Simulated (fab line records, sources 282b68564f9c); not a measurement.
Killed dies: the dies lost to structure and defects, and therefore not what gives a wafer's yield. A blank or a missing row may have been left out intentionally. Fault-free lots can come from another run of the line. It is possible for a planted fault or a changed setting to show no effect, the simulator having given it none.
fab line records	flow ritCmos
record: lots: 6	wafers: 18	lastDay: 7
route steps=202 shown SPACER@127 NSD@131 PSD@142 SDANNEAL@153 PLDD@159 M1@202
lots with no fault: from the same line, run without faults
startH: hours from the record's opening day to when the first of the lot's shown wafers began	waitH: how many hours have passed since the lot's step before this one	" unchanged from the row above	L1.1+2: several wafers, shown together as one row	- either no value or no given start	* or withheld: withheld	< > ~ a bound
route shown NAME@n: NAME is a module with steps in the file, n the number in the route of the first one	usual: mean/standard deviation of fault-free wafers	same: alike in all rows	chamber/n: place in a boat	sites: readings site by site	_std_site: standard deviation of those values	_edge_site: the outer-site mean with the inner-site mean subtracted	radiusMm: how far each site lies from the wafer's centre	mask NAME#n: copy n	behind: the last tool/chamber to shape the wafer	hold: reason for holding the lot/hours on hold/outcome of the hold	device: transistor that didn't switch, given as n, p or np	end of line: the route-end tests of the same wafers	for a step that has no rows: nothing shown but its recipe	killed: not the wafer's yield, but the dies lost to structure and defects at the first sort	map: shows each die of a wafer: x if killed, . if not, _ if none is there
set.NAME: setting as actually run; set.NAME@STEP: the setting as run at that earlier step	model.NAME: the simulator's own value behind a step, which no gauge read
certain route steps with their lots: each step a table, each wafer a row
services: from which hour (startH, from the record's first day; less than 0 if before it) a tool's chamber was out of use, for how many hours, and why
== steps ==
step: RIT_SPACER_CLEAN_02
recipe: chemistry: SC2	mix: 3:3:50	timeS: 600	tempC: 75	dry: n2Spin
step: RIT_SPACER_CVD_03
recipe: material: Si3N4	targetThkNm: 250	tempC: 810	precursor: SiH2Cl2/NH3	timeS: 3300	pressureMtorr: 300	sih2cl2FlowSccm: 60	nh3FlowSccm: 150
step: RIT_SPACER_THK_MEAS_04
recipe: reads: Si3N4_of_SPACER_CVD_03
usual: SPACER_NITRIDE_THK: 250.5/2.4
lot.wafer	tool	chamber	startH	waitH	SPACER_NITRIDE_THK[nm]
L501.1	filmMetro-01	-	77.39	0.0	253.6
L501.5	"	-	"	"	254.9
L501.6	"	-	"	"	253.0
L510.1	filmMetro-04	-	107.48	0.0	249.9
L510.2	"	-	"	"	251.6
L510.5	"	-	"	"	248.4
L512.1	filmMetro-01	-	117.57	0.0	250.1
L512.3	"	-	"	"	249.3
L512.4	"	-	"	"	250.1
L515.2	filmMetro-01	-	129.69	0.0	250.4
L515.4	"	-	"	"	250.9
L515.5	"	-	"	"	251.5
L518.1	filmMetro-02	-	148.27	0.0	248.1
L518.3	"	-	"	"	250.0
L518.6	"	-	"	"	249.4
L522.1	filmMetro-02	-	165.84	0.0	251.5
L522.3	"	-	"	"	251.3
L522.6	"	-	"	"	249.9
step: RIT_SPACER_ETCHBACK_05
recipe: targetDepthA: 2500	SF6_flow_sccm: 30	CHF3_flow_sccm: 30	target: Si3N4	chemistry: SF6/CHF3	pressureMtorr: 40	rfW: 250	timeS: 240	stopOn: SiO2
usual: drypumpMotorCurrentA: 6.0/0.44	oesProductAu: 0.845/0.012	throttleValvePct: 10.28/0.15
lot.wafer	tool	chamber	startH	waitH	drypumpMotorCurrentA	oesProductAu	rfHoursCounterH	throttleValvePct
L501.1	rieDiel-02	2	77.45	0.1	6.3	0.846	4	10.41
L501.5	"	2	"	"	6.3	0.853	-	10.43
L501.6	"	1	"	"	6.2	0.871	-	10.32
L510.1	rieDiel-02	0	107.54	0.1	4.9	0.861	121	10.34
L510.2	"	3	"	"	6.2	0.850	105	10.07
L510.5	"	1	"	"	6.2	0.857	-	10.33
L512.1	rieDiel-01	3	117.63	0.1	6.7	0.836	144	10.23
L512.3	"	0	"	"	5.8	0.833	141	10.36
L512.4	"	2	"	"	5.7	0.841	32	10.31
L515.2	rieDiel-02	0	129.74	0.0	4.9	0.864	121	10.36
L515.4	"	1	"	"	6.2	0.861	133	10.34
L515.5	"	1	"	"	6.2	0.863	-	10.34
L518.1	rieDiel-03	2	148.33	0.1	5.6	0.851	120	10.55
L518.3	"	3	"	"	5.8	0.863	141	10.11
L518.6	"	0	"	"	5.7	0.832	-	10.33
L522.1	rieDiel-03	0	165.90	0.1	5.8	0.837	71	10.33
L522.3	"	3	"	"	5.7	0.861	142	10.10
L522.6	"	2	"	"	5.6	0.849	-	10.55
step: RIT_NSD_HMDS_00
recipe: primeTimeS: 60	primeTempC: 140
step: RIT_NSD_COAT_01
recipe: resist: NOVOLAK	spinRpm: 3250	resistThkNm: 1000
step: RIT_NSD_SOFTBAKE_02
recipe: resist: NOVOLAK	tempC: 90	timeS: 60
step: RIT_NSD_EXPOSE_03
recipe: maskId: M9	na: 0.57	targetCdNm: 40700	doseMj: 250
step: RIT_NSD_PEB_04
recipe: resist: NOVOLAK	tempC: withheld	timeS: withheld
step: RIT_NSD_DEVELOP_05
recipe: resist: NOVOLAK	developTimeS: 50	devTempC: 23
step: RIT_NSD_OVL_MEAS_06
usual: NSD_OVL: 0.0/1.4
lot.wafer	tool	chamber	startH	waitH	NSD_OVL[nm]
L501.1	overlay-02	-	78.55	-	-0.4
L501.5	"	-	"	"	-0.6
L501.6	"	-	"	"	0.8
L510.1	overlay-02	-	108.68	-	0.3
L510.2	"	-	"	"	-1.2
L510.5	"	-	"	"	1.6
L512.1	overlay-01	-	118.66	-	2.0
L512.3	"	-	"	"	1.2
L512.4	"	-	"	"	0.0
L515.2	overlay-02	-	130.87	-	1.8
L515.4	"	-	"	"	1.9
L515.5	"	-	"	"	0.9
L518.1	overlay-02	-	149.36	-	-2.8
L518.3	"	-	"	"	-2.6
L518.6	"	-	"	"	0.2
L522.1	overlay-02	-	166.90	-	-0.6
L522.3	"	-	"	"	-3.2
L522.6	"	-	"	"	-1.8
step: RIT_NSD_HARDBAKE_07
recipe: resist: NOVOLAK	tempC: 140	timeS: 60
step: RIT_NSD_IMPLANT_08
recipe: species: P	energyKev: 25	doseCm2: 1e+15	tiltDeg: 7
usual: doseIonsCm2: 1.0001e+15/1.3e+12	endStationPressureTorr: 7.5e-06/3.6e-07	faradayCurrentUA: 3129/65
same: implantIonAmu: 31
lot.wafer	tool	chamber	startH	waitH	doseIonsCm2	endStationPressureTorr	faradayCurrentUA
L501.1	implanter-03	0	78.80	0.1	1.0002e+15	7.5e-06	3183
L501.5	"	0	"	"	1.001e+15	7.9e-06	3197
L501.6	"	0	"	"	1.001e+15	7e-06	3024
L510.1	implanter-02	0	108.87	0.1	9.996e+14	7.7e-06	2939
L510.2	"	0	"	"	9.975e+14	7.8e-06	3139
L510.5	"	0	"	"	9.978e+14	7.7e-06	3097
L512.1	implanter-02	0	118.85	0.1	4.33e+14	6.3e-06	1372
L512.3	"	0	"	"	4.318e+14	5.7e-06	1368
L512.4	"	0	"	"	4.333e+14	5.9e-06	1364
L515.2	implanter-02	0	131.08	0.1	4.34e+14	6e-06	1345
L515.4	"	0	"	"	4.347e+14	6.1e-06	1358
L515.5	"	0	"	"	4.342e+14	5.5e-06	1331
L518.1	implanter-03	0	149.55	0.1	9.992e+14	7.3e-06	3193
L518.3	"	0	"	"	9.986e+14	7.2e-06	3156
L518.6	"	0	"	"	9.988e+14	7.7e-06	3085
L522.1	implanter-03	0	167.09	0.1	1.0031e+15	7.6e-06	3120
L522.3	"	0	"	"	1.0039e+15	7.6e-06	3091
L522.6	"	0	"	"	1.0014e+15	6.9e-06	3211
step: RIT_NSD_STRIP_09
recipe: chemistry: O2	timeS: 180	resist: NOVOLAK	platenTempC: withheld	powerW: 500	pressureMtorr: 4000	o2FlowSccm: 4000
usual: drypumpMotorCurrentA: 5.9/0.47
lot.wafer	tool	chamber	startH	waitH	drypumpMotorCurrentA	rfHoursCounterH
L501.1	plasmaAsher-02	0	78.95	0.1	5.8	44
L501.5	"	0	"	"	5.8	-
L501.6	"	1	"	"	5.4	-
L510.1	plasmaAsher-04	0	109.02	0.1	6.4	34
L510.2	"	1	"	"	6.7	34
L510.5	"	0	"	"	6.4	-
L512.1	plasmaAsher-03	1	119.00	0.1	5.5	47
L512.3	"	0	"	"	5.9	-
L512.4	"	1	"	"	5.5	-
L515.2	plasmaAsher-03	0	131.20	0.1	5.9	48
L515.4	"	0	"	"	5.9	-
L515.5	"	0	"	"	5.9	-
L518.1	plasmaAsher-04	1	149.70	0.1	6.7	39
L518.3	"	0	"	"	6.4	-
L518.6	"	0	"	"	6.3	-
L522.1	plasmaAsher-03	1	167.24	0.1	5.5	52
L522.3	"	1	"	"	5.5	-
L522.6	"	1	"	"	5.5	-
step: RIT_NSD_TW_MEAS_10
usual: NSD_TW: 3112/12
lot.wafer	tool	chamber	startH	waitH	NSD_TW
L501.1	filmMetro-04	-	79.12	0.1	3093
L501.5	"	-	"	"	3089
L501.6	"	-	"	"	3105
L510.1	filmMetro-04	-	109.19	0.1	3112
L510.2	"	-	"	"	3115
L510.5	"	-	"	"	3130
L512.1	filmMetro-03	-	119.17	0.1	2555
L512.3	"	-	"	"	2565
L512.4	"	-	"	"	2548
L515.2	filmMetro-04	-	131.39	0.1	2519
L515.4	"	-	"	"	2543
L515.5	"	-	"	"	2538
L518.1	filmMetro-03	-	149.87	0.1	3107
L518.3	"	-	"	"	3140
L518.6	"	-	"	"	3112
L522.1	filmMetro-02	-	167.42	0.1	3103
L522.3	"	-	"	"	3117
L522.6	"	-	"	"	3109
step: RIT_PSD_HMDS_00
recipe: primeTimeS: 60	primeTempC: 140
step: RIT_PSD_COAT_01
recipe: resist: NOVOLAK	spinRpm: 3250	resistThkNm: 1000
step: RIT_PSD_SOFTBAKE_02
recipe: resist: NOVOLAK	tempC: 90	timeS: 60
step: RIT_PSD_EXPOSE_03
recipe: maskId: M10	na: 0.57	targetCdNm: 40900	doseMj: 250
step: RIT_PSD_PEB_04
recipe: resist: NOVOLAK	tempC: withheld	timeS: withheld
step: RIT_PSD_DEVELOP_05
recipe: resist: NOVOLAK	developTimeS: 50	devTempC: 23
step: RIT_PSD_OVL_MEAS_06
usual: PSD_OVL: -0.1/1.5
lot.wafer	tool	chamber	startH	waitH	PSD_OVL[nm]
L501.1	overlay-02	-	80.65	-	1.0
L501.5	"	-	"	"	2.7
L501.6	"	-	"	"	2.0
L510.1	overlay-02	-	110.23	-	0.7
L510.2	"	-	"	"	0.4
L510.5	"	-	"	"	1.8
L512.1	overlay-01	-	120.15	-	-2.1
L512.3	"	-	"	"	0.5
L512.4	"	-	"	"	-1.8
L515.2	overlay-02	-	132.42	-	0.0
L515.4	"	-	"	"	0.8
L515.5	"	-	"	"	-1.6
L518.1	overlay-02	-	151.00	-	-0.7
L518.3	"	-	"	"	-1.7
L518.6	"	-	"	"	-0.9
L522.1	overlay-01	-	168.33	-	-1.8
L522.3	"	-	"	"	0.4
L522.6	"	-	"	"	-2.9
step: RIT_PSD_HARDBAKE_07
recipe: resist: NOVOLAK	tempC: 140	timeS: 60
step: RIT_PSD_IMPLANT_08
recipe: species: BF2	energyKev: 27	doseCm2: 5e+15	tiltDeg: 7
step: RIT_PSD_STRIP_09
recipe: chemistry: O2	timeS: 180	resist: NOVOLAK	platenTempC: withheld	powerW: 500	pressureMtorr: 4000	o2FlowSccm: 4000
usual: drypumpMotorCurrentA: 5.9/0.4
lot.wafer	tool	chamber	startH	waitH	drypumpMotorCurrentA	rfHoursCounterH
L501.1	plasmaAsher-01	0	81.18	0.1	5.9	42
L501.5	"	0	"	"	5.9	-
L501.6	"	1	"	"	5.8	-
L510.1	plasmaAsher-03	0	110.56	0.1	5.9	46
L510.2	"	1	"	"	5.5	46
L510.5	"	1	"	"	5.5	-
L512.1	plasmaAsher-01	1	120.48	0.1	5.8	0
L512.3	"	0	"	"	5.9	-
L512.4	"	1	"	"	5.8	-
L515.2	plasmaAsher-03	1	132.86	0.1	5.5	48
L515.4	"	1	"	"	5.5	-
L515.5	"	0	"	"	5.9	-
L518.1	plasmaAsher-03	1	151.34	0.1	5.5	50
L518.3	"	0	"	"	5.9	-
L518.6	"	1	"	"	5.4	-
L522.1	plasmaAsher-04	1	168.66	0.1	6.7	41
L522.3	"	1	"	"	6.7	-
L522.6	"	0	"	"	6.4	-
step: RIT_PSD_TW_MEAS_10
usual: PSD_TW: 3420/15
lot.wafer	tool	chamber	startH	waitH	PSD_TW
L501.1	filmMetro-02	-	81.36	0.1	3419
L501.5	"	-	"	"	3407
L501.6	"	-	"	"	3416
L510.1	filmMetro-03	-	110.74	0.1	3413
L510.2	"	-	"	"	3421
L510.5	"	-	"	"	3414
L512.1	filmMetro-02	-	120.66	0.1	3426
L512.3	"	-	"	"	3437
L512.4	"	-	"	"	3448
L515.2	filmMetro-02	-	133.05	0.1	3419
L515.4	"	-	"	"	3418
L515.5	"	-	"	"	3450
L518.1	filmMetro-04	-	151.52	0.1	3396
L518.3	"	-	"	"	3407
L518.6	"	-	"	"	3397
L522.1	filmMetro-02	-	168.84	0.1	3419
L522.3	"	-	"	"	3420
L522.6	"	-	"	"	3434
step: RIT_SDANNEAL_CLEAN_00
recipe: chemistry: SC1	mix: 3:3:50	timeS: 600	tempC: 75
step: RIT_SDANNEAL_CLEAN_01
recipe: chemistry: dHF	dilution: 50:1	timeS: 30
step: RIT_SDANNEAL_CLEAN_02
recipe: chemistry: SC2	mix: 3:3:50	timeS: 600	tempC: 75	dry: n2Spin
step: RIT_SDANNEAL_RTA_03
recipe: tempC: 1050	timeS: 5	idleTempC: 600	rampUpCPerS: 342	rampDownCPerS: 171	coolToC: 600	ambient: N2
usual: rampDownCPerS: 171.00/0.029	rampUpCPerS: 342.00/0.059	wafer_temp_C_max: 1053.4/1.1
lot.wafer	tool	chamber	startH	waitH	rampDownCPerS	rampUpCPerS	wafer_temp_C_max
L501.1	rtpAnneal-01	0	81.79	0.0	170.97	341.99	1054.0
L501.5	"	0	"	"	170.96	342.00	1055.8
L501.6	"	0	"	"	170.99	342.07	1052.9
L510.1	rtpAnneal-02	0	111.18	0.0	170.98	341.95	1053.0
L510.2	"	0	"	"	170.99	342.01	1053.0
L510.5	"	0	"	"	170.97	341.97	1054.5
L512.1	rtpAnneal-02	0	121.09	0.0	170.98	342.09	1054.1
L512.3	"	0	"	"	171.03	341.99	1052.9
L512.4	"	0	"	"	171.01	342.09	1053.4
L515.2	rtpAnneal-01	0	133.65	0.0	171.02	342.07	1052.5
L515.4	"	0	"	"	171.01	342.17	1053.2
L515.5	"	0	"	"	171.01	342.00	1053.3
L518.1	rtpAnneal-02	0	151.94	0.0	171.08	342.09	1052.0
L518.3	"	0	"	"	170.98	341.95	1053.5
L518.6	"	0	"	"	171.00	341.99	1052.4
L522.1	rtpAnneal-02	0	169.26	0.0	170.96	341.99	1054.6
L522.3	"	0	"	"	171.01	341.91	1052.6
L522.6	"	0	"	"	171.02	341.96	1054.3
step: RIT_SDANNEAL_RS_MEAS_04
recipe: thkMeasGauge: four-point-probe
usual: PSD_RS: 115.91/0.29
lot.wafer	tool	chamber	startH	waitH	PSD_RS[ohm/sq]
L501.1	filmMetro-03	-	81.84	0.0	116.25
L501.5	"	-	"	"	116.08
L501.6	"	-	"	"	116.03
L510.1	filmMetro-04	-	111.24	0.0	115.96
L510.2	"	-	"	"	115.80
L510.5	"	-	"	"	115.96
L512.1	filmMetro-04	-	121.14	0.0	115.69
L512.3	"	-	"	"	115.73
L512.4	"	-	"	"	115.82
L515.2	filmMetro-03	-	133.71	0.1	116.25
L515.4	"	-	"	"	116.41
L515.5	"	-	"	"	116.15
L518.1	filmMetro-03	-	152.00	0.0	116.25
L518.3	"	-	"	"	115.90
L518.6	"	-	"	"	116.70
L522.1	filmMetro-04	-	169.32	0.0	116.29
L522.3	"	-	"	"	116.03
L522.6	"	-	"	"	116.05
step: RIT_SDANNEAL_RS_MEAS_05
recipe: thkMeasGauge: four-point-probe
usual: NSD_RS: 84.48/0.26
lot.wafer	tool	chamber	startH	waitH	NSD_RS[ohm/sq]
L501.1	filmMetro-03	-	81.96	0.1	84.34
L501.5	"	-	"	"	84.42
L501.6	"	-	"	"	84.29
L510.1	filmMetro-04	-	111.36	0.1	84.52
L510.2	"	-	"	"	84.36
L510.5	"	-	"	"	84.27
L512.1	filmMetro-04	-	121.26	0.1	164.74
L512.3	"	-	"	"	165.22
L512.4	"	-	"	"	164.37
L515.2	filmMetro-03	-	133.83	0.1	166.58
L515.4	"	-	"	"	166.07
L515.5	"	-	"	"	165.29
L518.1	filmMetro-03	-	152.12	0.1	84.86
L518.3	"	-	"	"	84.59
L518.6	"	-	"	"	84.97
L522.1	filmMetro-04	-	169.44	0.1	84.50
L522.3	"	-	"	"	84.60
L522.6	"	-	"	"	84.28
step: RIT_SDANNEAL_RS_MEAS_06
recipe: thkMeasGauge: four-point-probe
usual: PLDD_RS: 178.7/0.52
lot.wafer	tool	chamber	startH	waitH	PLDD_RS[ohm/sq]
L501.1	filmMetro-03	-	82.08	0.1	179.7
L501.5	"	-	"	"	178.5
L501.6	"	-	"	"	179.3
L510.1	filmMetro-04	-	111.48	0.1	178.6
L510.2	"	-	"	"	178.6
L510.5	"	-	"	"	178.3
L512.1	filmMetro-04	-	121.38	0.1	178.2
L512.3	"	-	"	"	178.0
L512.4	"	-	"	"	178.5
L515.2	filmMetro-03	-	133.95	0.1	179.4
L515.4	"	-	"	"	178.8
L515.5	"	-	"	"	178.9
L518.1	filmMetro-03	-	152.24	0.1	178.8
L518.3	"	-	"	"	178.5
L518.6	"	-	"	"	179.2
L522.1	filmMetro-04	-	169.56	0.1	178.8
L522.3	"	-	"	"	178.4
L522.6	"	-	"	"	178.6
step: RIT_M1_PROBE_99
usual: killedAtContacts: 0.0/0.2	killedAtFrontEnd: 7.3/2.8	killedDies: 7.3/2.8	killedOpen: 3.8/1.9	killedShort: 3.5/1.8
same: grossDies: 264	killed_at_M0_to_M3: 0	killed_at_M4_up: 0	killedAtBackSide: 0	killedAtOther: 0
lot.wafer	tool	chamber	startH	waitH	killedAtContacts	killedAtFrontEnd	killedDies	killedOpen	killedShort	model.etest.nmos_0p3.rOnOhmUm	model.etest.nmos_0p15.rOnOhmUm	model.etest.contactNplus.endOhmUm	model.etest.nmos_0p15.driveUaUm	model.etest.nmosNarrow.driveUaUm	model.etest.nmos_0p3.driveUaUm	model.etest.nmosTurned.driveUaUm	model.etest.ring.delayPs
L501.1	prober-01	-	89.70	0.1	0	8	8	5	3	2077	1063	40.66	499.8	243.4	235.6	362.3	25.91
L501.5	prober-01	-	89.90	0.2	0	5	5	2	3	2063	1051	39.79	498.1	239.8	235.8	359.6	25.85
L501.6	prober-01	-	89.95	0.2	1	11	12	5	7	2076	1075	40.29	493	237.8	234.2	361.3	26.53
L510.1	prober-02	-	118.82	0.1	0	9	9	4	5	2185	1163	42.93	459.4	230.6	227.6	316.6	27.7
L510.2	prober-02	-	118.87	0.1	0	5	5	3	2	2238	1179	41.92	458.6	219.7	219.8	312.6	27.51
L510.5	prober-02	-	119.02	0.2	0	8	8	2	6	2195	1174	41.87	464.2	226.5	223.5	315.2	27.27
L512.1	prober-02	-	128.38	0.1	0	9	9	6	3	2715	1483	162.4	390.3	174.4	176.7	276.1	28.8
L512.3	prober-02	-	128.48	0.2	0	9	9	4	5	2705	1483	160.2	392.6	177.5	175.8	283.7	28.63
L512.4	prober-02	-	128.53	0.2	0	5	5	3	2	2695	1469	162.8	393.5	175.7	175.9	278.5	28.33
L515.2	prober-01	-	151.00	0.1	0	7	7	2	4	2656	1476	162.7	390.8	178.7	184.1	288.2	29.74
L515.4	prober-01	-	151.10	0.2	0	4	4	1	3	2610	1464	162.8	398.7	185.2	186.7	291.8	28.91
L515.5	prober-01	-	151.15	0.2	0	5	5	2	2	2635	1440	163.4	400.9	182.2	185.4	292.6	29.03
L518.1	prober-02	-	159.37	0.1	0	8	8	4	4	2179	1145	42.53	464.3	222.7	222.9	310.8	26.93
L518.3	prober-02	-	159.47	0.2	0	4	4	3	1	2155	1123	43.14	480.4	223.5	222.5	319.6	26.17
L518.6	prober-02	-	159.62	0.2	0	6	6	4	2	2168	1124	42.69	482.5	225.1	225.9	316.5	25.82
L522.1	prober-02	-	176.64	0.1	0	3	3	0	3	2207	1170	40.28	450.2	217.3	217.1	298.1	28.34
L522.3	prober-02	-	176.74	0.2	0	6	6	4	2	2205	1139	40.97	453.4	218.8	215.5	312.8	28.07
L522.6	prober-02	-	176.89	0.2	0	7	7	3	4	2187	1143	40.6	458.9	225.8	219.5	310.9	27.66
killed by level:class
L501.1 GATE:geometricParticle:open=2 SPACER:geometricParticle:open=2 FOX1:geometricParticle:short=1 FOX1:geometricParticle:open=1 GATE:geometricParticle:short=1 SPACER:geometricParticle:short=1
L501.5 REOX:geometricParticle:short=2 REOX:geometricParticle:open=1 SPACER:geometricParticle:short=1 SILICIDE:geometricParticle:open=1
L501.6 SILICIDE:geometricParticle:short=3 REOX:geometricParticle:short=2 SPACER:geometricParticle:short=2 GATE:geometricParticle:open=1 REOX:geometricParticle:open=1 SPACER:geometricParticle:open=1 SILICIDE:geometricParticle:open=1 CONTACT:geometricParticle:open=1
L510.1 SILICIDE:geometricParticle:short=3 GATE:geometricParticle:short=2 FOX1:geometricParticle:open=1 GATE:geometricParticle:open=1 REOX:geometricParticle:open=1 SILICIDE:geometricParticle:open=1
L510.2 GATE:geometricParticle:open=2 GATE:geometricParticle:short=1 SPACER:geometricParticle:short=1 SILICIDE:geometricParticle:open=1
L510.5 GATE:geometricParticle:short=2 REOX:geometricParticle:short=2 GATE:geometricParticle:open=1 REOX:geometricParticle:open=1 SPACER:geometricParticle:short=1 SILICIDE:geometricParticle:short=1
L512.1 FOX1:geometricParticle:open=3 REOX:geometricParticle:open=3 REOX:geometricParticle:short=2 GATE:geometricParticle:short=1
L512.3 FOX1:geometricParticle:open=2 GATE:geometricParticle:short=2 SPACER:geometricParticle:short=2 REOX:geometricParticle:open=1 REOX:geometricParticle:short=1 SPACER:geometricParticle:open=1
L512.4 REOX:geometricParticle:open=2 FOX1:geometricParticle:open=1 REOX:geometricParticle:short=1 SPACER:geometricParticle:short=1
L515.2 GATE:geometricParticle:short=2 SPACER:geometricParticle:short=2 FOX1:geometricParticle:open=1 SILICIDE:geometricParticle:open=1 PWELL:coatMicrobubblePrinted=1
L515.4 GATE:geometricParticle:short=2 REOX:geometricParticle:open=1 SPACER:geometricParticle:short=1
L515.5 GATE:geometricParticle:short=1 GATE:geometricParticle:open=1 REOX:geometricParticle:short=1 SILICIDE:geometricParticle:open=1 PWELL:coatMicrobubblePrinted=1
L518.1 REOX:geometricParticle:open=2 SILICIDE:geometricParticle:open=2 FOX1:geometricParticle:short=1 GATE:geometricParticle:short=1 REOX:geometricParticle:short=1 SILICIDE:geometricParticle:short=1
L518.3 GATE:geometricParticle:open=2 FOX1:geometricParticle:open=1 REOX:geometricParticle:short=1
L518.6 GATE:geometricParticle:open=2 FOX1:geometricParticle:short=1 REOX:geometricParticle:open=1 SILICIDE:geometricParticle:short=1 STARTING-WAFER:geometricParticle:open=1
L522.1 GATE:geometricParticle:short=3
L522.3 GATE:geometricParticle:open=3 FOX1:geometricParticle:short=2 SILICIDE:geometricParticle:open=1
L522.6 FOX1:geometricParticle:open=2 GATE:geometricParticle:short=2 FOX1:geometricParticle:short=1 SPACER:geometricParticle:short=1 SILICIDE:geometricParticle:open=1
== services ==
tool	chamber	startH	hours	kind
implanter-02	-	79.65	3.0	pm
rieDiel-02	-	81.46	0.5	repair
plasmaAsher-01	-	83.33	28.1	pm
implanter-03	-	90.35	1.7	repair
rieDiel-03	1	105.21	8.5	repair
plasmaAsher-01	-	111.44	9.0	pm
plasmaAsher-01	0	111.44	9.0	ventCycle
plasmaAsher-01	1	111.44	9.0	ventCycle
plasmaAsher-01	-	113.25	4.2	repair
plasmaAsher-01	0	120.44	-	clean
plasmaAsher-01	1	120.44	-	clean
rieDiel-03	1	155.39	-	clean
rieDiel-03	1	155.39	14.0	scheduledDown
rieDiel-03	1	155.39	14.0	ventCycle
plasmaAsher-01	-	159.39	3.5	repair
rieDiel-01	2	165.27	6.9	repair
== key ==
firstSign: step: RIT_NSD_IMPLANT_08	reading: doseIonsCm2	direction: down	sigmas: 99+	usual: 1.0001e+15	struck: 4.335e+14
effect: step: RIT_NSD_IMPLANT_08	reading: faradayCurrentUA	direction: down	sigmas: 27	usual: 3129	struck: 1356
effect: step: RIT_NSD_TW_MEAS_10	reading: NSD_TW	direction: down	sigmas: 46	usual: 3112	struck: 2545
effect: step: RIT_SDANNEAL_RS_MEAS_05	reading: NSD_RS	direction: up	sigmas: 99+	usual: 84.48	struck: 165.38
modelEffect: step: RIT_M1_PROBE_99	value: etest.nmos_0p3.rOnOhmUm	without: 2144	struck: 2669
metAt RIT_NSD_IMPLANT_08
struckWafers L512.1,L512.3,L512.4,L515.2,L515.4,L515.5
testerLeftOut L512,L515
onsetBetween 108.87 118.85
fault: kind: processParameterDrift	tool: implanter-02	chamber: -	onsetH: 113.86	steps: RIT_NSD_IMPLANT_08	channel: doseCm2	offset: -5.6654e+14	shape: step	endH: 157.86	actsIn: theseRecipesOnly	stated: 1e+15
testerLeftOut: of these lots the tester's yield and bins aren't shown, on N5 and GAA mostly nor the transistor test; their killed dies are dies lost to structure and defects alone, not to doping, threshold or leakage, so they don't give the yield
